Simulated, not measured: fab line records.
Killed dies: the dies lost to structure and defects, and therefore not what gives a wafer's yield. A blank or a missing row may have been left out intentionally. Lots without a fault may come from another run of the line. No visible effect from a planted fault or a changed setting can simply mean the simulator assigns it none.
fab line records    flow berkeleyCmos170
record: lots: 6  wafers: 18  lastDay: 11
route steps=331 shown NSD@193 BACKSIDE@199 SDANNEAL@204
lots that met no fault: from a run of the same line without faults
startH: hours from the record's opening day to when the first of the lot's shown wafers began    waitH: hours elapsed since this lot's preceding step    " unchanged from the row above    L1.1+2: a single row standing in for several wafers    - no value, or no start given    * or withheld: withheld    < > ~ a bound
route shown NAME@n: a module of which the file shows steps, and the number in the route of the first    usual: mean and standard deviation over wafers with no fault    same: alike in all rows    chamber/n: place in a boat    sites: readings site by site    _std_site: the standard deviation of these    _edge_site: mean of outer sites minus mean of inner sites    radiusMm: for every site, how far away it sits from the centre of the wafer    mask NAME#n: copy n    behind: the most recent tool/chamber to have shaped the wafer    hold: why the lot was held/for how many hours/how that ended    device: names the non-switching transistor (n, p or np)    end of line: tests of these same wafers at the route's end    step lacking rows: just its recipe    killed: dies lost to structure and defects at the first sort, not the wafer's yield    map: shows each die of a wafer: x if killed, . if not, _ if none is there
set.NAME: setting as actually run; set.NAME@STEP: the setting as run at that earlier step    model.NAME: the simulator's own value behind a step, which no gauge read
lots at selected steps of the route; one table per step, one row per wafer
services: from which hour (startH, from the record's first day; less than 0 if before it) a tool's chamber was out of use, for how many hours, and why
== steps ==
step: UCB170_NSD_CD_MEAS_06
recipe: targetCdNm: 1200
usual: cdNm: 1199.8/1.5
lot.wafer  tool      chamber  startH  waitH  cdNm
L798.1     cdSem-02  -        162.92  -      1200.1
L798.2     "         -        "       "      1199.6
L798.6     "         -        "       "      1198.9
L807.2     cdSem-01  -        203.58  -      1201.9
L807.3     "         -        "       "      1201.1
L807.5     "         -        "       "      1201.0
L806.1     cdSem-01  -        203.68  -      1199.3
L806.4     "         -        "       "      1201.2
L806.5     "         -        "       "      1200.5
L809.1     cdSem-01  -        217.84  -      1199.1
L809.2     "         -        "       "      1198.6
L809.5     "         -        "       "      1198.1
L814.1     cdSem-02  -        238.92  -      1198.7
L814.3     "         -        "       "      1199.7
L814.6     "         -        "       "      1198.9
L817.2     cdSem-02  -        247.03  -      1196.8
L817.4     "         -        "       "      1198.2
L817.5     "         -        "       "      1195.6
step: UCB170_NSD_OVL_MEAS_07
usual: NSD_OVL: 3/6.2
lot.wafer  tool        chamber  startH  waitH  NSD_OVL[nm]
L798.1     overlay-02  -        163.04  0.1    12
L798.2     "           -        "       "      0
L798.6     "           -        "       "      5
L807.2     overlay-02  -        203.68  0.1    4
L807.3     "           -        "       "      4
L807.5     "           -        "       "      6
L806.1     overlay-02  -        203.80  0.1    2
L806.4     "           -        "       "      0
L806.5     "           -        "       "      -3
L809.1     overlay-02  -        217.96  0.1    12
L809.2     "           -        "       "      16
L809.5     "           -        "       "      18
L814.1     overlay-01  -        239.04  0.1    6
L814.3     "           -        "       "      5
L814.6     "           -        "       "      5
L817.2     overlay-02  -        247.14  0.1    5
L817.4     "           -        "       "      6
L817.5     "           -        "       "      1
step: UCB170_NSD_IMPLANT_08
recipe: species: P  doseCm2: 3e+15  energyKev: 40  tiltDeg: 7
step: UCB170_NSD_STRIP_09
recipe: chemistry: O2  powerW: 400  pressureMtorr: 3500  platenTempC: withheld  o2FlowSccm: 400  overashFraction: 0.5
usual: drypumpMotorCurrentA: 5.9/0.44  oesProductAu: 0.533/0.0049  stripTimeToEndpointS: 35.78/0.069
lot.wafer  tool            chamber  startH  waitH  drypumpMotorCurrentA  oesProductAu  rfHoursCounterH  stripTimeToEndpointS
L798.1     plasmaAsher-01  1        163.23  0.1    6.3                   0.534         41               35.75
L798.2     "               0        "       "      5.5                   0.532         41               35.74
L798.6     "               1        "       "      6.3                   0.529         -                35.76
L807.2     plasmaAsher-04  1        203.86  0.1    5.0                   0.533         40               35.86
L807.3     "               1        "       "      5.0                   0.527         -                35.81
L807.5     "               0        "       "      5.4                   0.536         -                35.86
L806.1     plasmaAsher-03  0        203.98  0.1    5.6                   0.533         52               35.84
L806.4     "               0        "       "      5.6                   0.529         -                35.87
L806.5     "               1        "       "      6.4                   0.528         -                35.96
L809.1     plasmaAsher-01  0        218.15  0.1    5.5                   0.541         47               35.90
L809.2     "               1        "       "      6.3                   0.524         47               35.85
L809.5     "               0        "       "      5.5                   0.539         -                35.91
L814.1     plasmaAsher-03  1        239.22  0.1    6.3                   0.534         56               35.82
L814.3     "               0        "       "      5.7                   0.539         -                35.79
L814.6     "               1        "       "      6.3                   0.532         -                35.84
L817.2     plasmaAsher-04  0        247.32  0.1    5.4                   0.535         46               35.81
L817.4     "               0        "       "      5.4                   0.528         -                35.83
L817.5     "               0        "       "      5.4                   0.540         -                35.87
step: UCB170_NSD_TW_MEAS_10
usual: NSD_TW: 4180/35
lot.wafer  tool          chamber  startH  waitH  NSD_TW
L798.1     filmMetro-02  -        163.33  0.1    4165
L798.2     "             -        "       "      4159
L798.6     "             -        "       "      4179
L807.2     filmMetro-04  -        203.97  0.1    4137
L807.3     "             -        "       "      4147
L807.5     "             -        "       "      4141
L806.1     filmMetro-02  -        204.08  0.1    4190
L806.4     "             -        "       "      4197
L806.5     "             -        "       "      4219
L809.1     filmMetro-02  -        218.28  0.1    4213
L809.2     "             -        "       "      4208
L809.5     "             -        "       "      4190
L814.1     filmMetro-02  -        239.32  0.1    4208
L814.3     "             -        "       "      4200
L814.6     "             -        "       "      4210
L817.2     filmMetro-02  -        247.43  0.1    4214
L817.4     "             -        "       "      4232
L817.5     "             -        "       "      4219
step: UCB170_NSD_CLEAN_11
recipe: chemistry: SPM  tempC: 120  timeS: 600
step: UCB170_BACKSIDE_HMDS_00
recipe: primeTimeS: 60  primeTempC: 100
step: UCB170_BACKSIDE_COAT_01
recipe: resist: KrF  spinRpm: 1500  resistThkNm: 900
step: UCB170_BACKSIDE_SOFTBAKE_02
recipe: resist: KrF  tempC: 130  timeS: 60
step: UCB170_BACKSIDE_STRIP_03
recipe: chemistry: O2  powerW: 400  pressureMtorr: 3500  platenTempC: withheld  o2FlowSccm: 400  overashFraction: 0.5
usual: drypumpMotorCurrentA: 5.7/0.39  oesProductAu: 0.734/0.0046  stripTimeToEndpointS: 21.95/0.058
lot.wafer  tool            chamber  startH  waitH  drypumpMotorCurrentA  oesProductAu  rfHoursCounterH  stripTimeToEndpointS
L798.1     plasmaAsher-01  1        164.06  0.1    6.3                   0.734         41               21.99
L798.2     "               0        "       "      5.5                   0.741         41               22.05
L798.6     "               1        "       "      6.3                   0.737         -                22.05
L806.1     plasmaAsher-04  1        205.17  0.1    5.0                   0.739         40               22.05
L806.4     "               1        "       "      5.0                   0.733         -                22.05
L806.5     "               1        "       "      5.0                   0.738         -                21.98
L807.2     plasmaAsher-02  0        205.34  0.1    5.8                   0.737         12               21.98
L807.3     "               1        "       "      5.8                   0.733         -                21.97
L807.5     "               0        "       "      5.8                   0.738         -                22.00
L809.1     plasmaAsher-01  1        218.96  0.1    6.3                   0.738         47               21.96
L809.2     "               0        "       "      5.5                   0.741         47               22.00
L809.5     "               0        "       "      5.5                   0.732         -                22.00
L814.1     plasmaAsher-02  1        240.26  0.1    5.8                   0.732         14               22.03
L814.3     "               0        "       "      5.8                   0.728         -                22.01
L814.6     "               1        "       "      5.8                   0.735         -                21.97
L817.2     plasmaAsher-01  0        248.67  0.1    5.5                   0.738         52               21.97
L817.4     "               1        "       "      6.3                   0.727         -                21.94
L817.5     "               1        "       "      6.3                   0.737         -                21.93
step: UCB170_BACKSIDE_CLEAN_04
recipe: chemistry: SPM  tempC: 120  timeS: 600
step: UCB170_SDANNEAL_RTA_00
recipe: tempC: 900  timeS: 10  ambient: N2
usual: annealTempCMax: 904.0/1.2  chamberO2Ppm: 1.997/0.022  lampPowerPct: 23.5/2  wafer_temp_C_max: 903.8/0.83
lot.wafer  tool          chamber  startH  waitH  annealTempCMax  chamberO2Ppm  lampPowerPct  wafer_temp_C_max
L798.1     rtpAnneal-02  0        164.43  0.0    905.5           1.989         25.8          903.0
L798.2     "             0        "       "      907.4           1.972         25.8          903.7
L798.6     "             0        "       "      904.5           1.983         25.8          903.6
L806.1     rtpAnneal-02  0        205.44  0.0    905.8           1.987         25.8          904.2
L806.4     "             0        "       "      904.0           1.988         25.8          903.8
L806.5     "             0        "       "      904.9           1.990         25.8          902.9
L807.2     rtpAnneal-01  0        205.63  0.0    903.0           2.004         21.8          904.1
L807.3     "             0        "       "      903.9           2.020         21.8          903.7
L807.5     "             0        "       "      904.1           1.980         21.8          903.5
L809.1     rtpAnneal-01  0        219.24  0.0    903.0           1.993         21.8          903.0
L809.2     "             0        "       "      902.3           1.977         21.8          903.5
L809.5     "             0        "       "      903.1           2.025         21.8          903.5
L814.1     rtpAnneal-01  0        240.53  0.0    903.0           1.957         21.8          905.1
L814.3     "             0        "       "      903.4           1.984         21.8          903.1
L814.6     "             0        "       "      902.2           2.006         21.8          903.5
L817.2     rtpAnneal-02  0        248.95  0.0    903.4           2.004         25.8          905.7
L817.4     "             0        "       "      904.3           2.029         25.8          906.4
L817.5     "             0        "       "      905.5           2.012         25.8          904.2
step: UCB170_SDANNEAL_RTA_01
recipe: tempC: 1050  timeS: 5  ambient: N2
usual: annealTempCMax: 1054.6/1.2  chamberO2Ppm: 2.001/0.021  lampPowerPct: 36/3.1  wafer_temp_C_max: 1054.4/0.84
lot.wafer  tool          chamber  startH  waitH  annealTempCMax  chamberO2Ppm  lampPowerPct  wafer_temp_C_max
L798.1     rtpAnneal-02  0        164.56  0.1    1057.2          2.012         40            1054.2
L798.2     "             0        "       "      1054.9          2.020         40            1054.4
L798.6     "             0        "       "      1055.9          2.043         40            1054.4
L806.1     rtpAnneal-02  0        205.51  0.1    1055.7          1.983         40            1056.6
L806.4     "             0        "       "      1057.0          1.981         40            1053.5
L806.5     "             0        "       "      1054.7          1.973         40            1053.9
L807.2     rtpAnneal-01  -        205.70  0.1    -               -             -             -
L807.3     "             -        "       "      -               -             -             -
L807.5     "             -        "       "      -               -             -             -
L809.1     rtpAnneal-01  -        219.30  0.1    -               -             -             -
L809.2     "             -        "       "      -               -             -             -
L809.5     "             -        "       "      -               -             -             -
L814.1     rtpAnneal-01  0        240.60  0.1    1053.4          2.046         34            1053.6
L814.3     "             0        "       "      1052.5          2.012         34            1054.6
L814.6     "             0        "       "      1053.0          2.019         34            1055.9
L817.2     rtpAnneal-02  0        249.02  0.1    1058.5          1.981         40            1055.3
L817.4     "             0        "       "      1056.0          1.988         40            1053.2
L817.5     "             0        "       "      1056.2          2.021         40            1053.0
== services ==
tool            chamber  startH  hours  kind
plasmaAsher-01  -        148.06  14.6   pm
plasmaAsher-04  -        150.25  2.8    pm
rtpAnneal-01    -        162.81  1.1    pm
plasmaAsher-04  -        164.85  29.1   pm
rtpAnneal-02    -        169.73  7.2    pm
plasmaAsher-01  -        193.15  0.9    repair
rtpAnneal-01    -        209.44  3.4    pm
plasmaAsher-02  -        217.50  15.6   pm
== key ==
firstSign: step: UCB170_SDANNEAL_RTA_01  reading: toolRecord  direction: missing
effect none on later readings
metAt UCB170_SDANNEAL_RTA_01
struckWafers L807.2,L807.3,L807.5,L809.1,L809.2,L809.5
laterRowsLeftOut L807.2,L807.3,L807.5,L809.1,L809.2,L809.5
sortLeftOut L807.2,L807.3,L807.5,L809.1,L809.2,L809.5
testerLeftOut L807,L809
fault: kind: skippedStepWhole  tool: rtpAnneal-01  chamber: -  onsetH: 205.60  steps: UCB170_SDANNEAL_RTA_01  scope: struckLotsOnly
testerLeftOut: of these lots the tester's yield and bins aren't shown, on N5 and GAA mostly nor the transistor test; their killed dies are dies lost to structure and defects alone, not to doping, threshold or leakage, so they don't give the yield
sortLeftOut: the simulated sort isn't trusted on such a fault, so these wafers' sort isn't shown, and their yield isn't known
laterRowsLeftOut: the simulator's readings of these wafers behind a module that went badly wrong aren't trusted and aren't shown, but for the sort
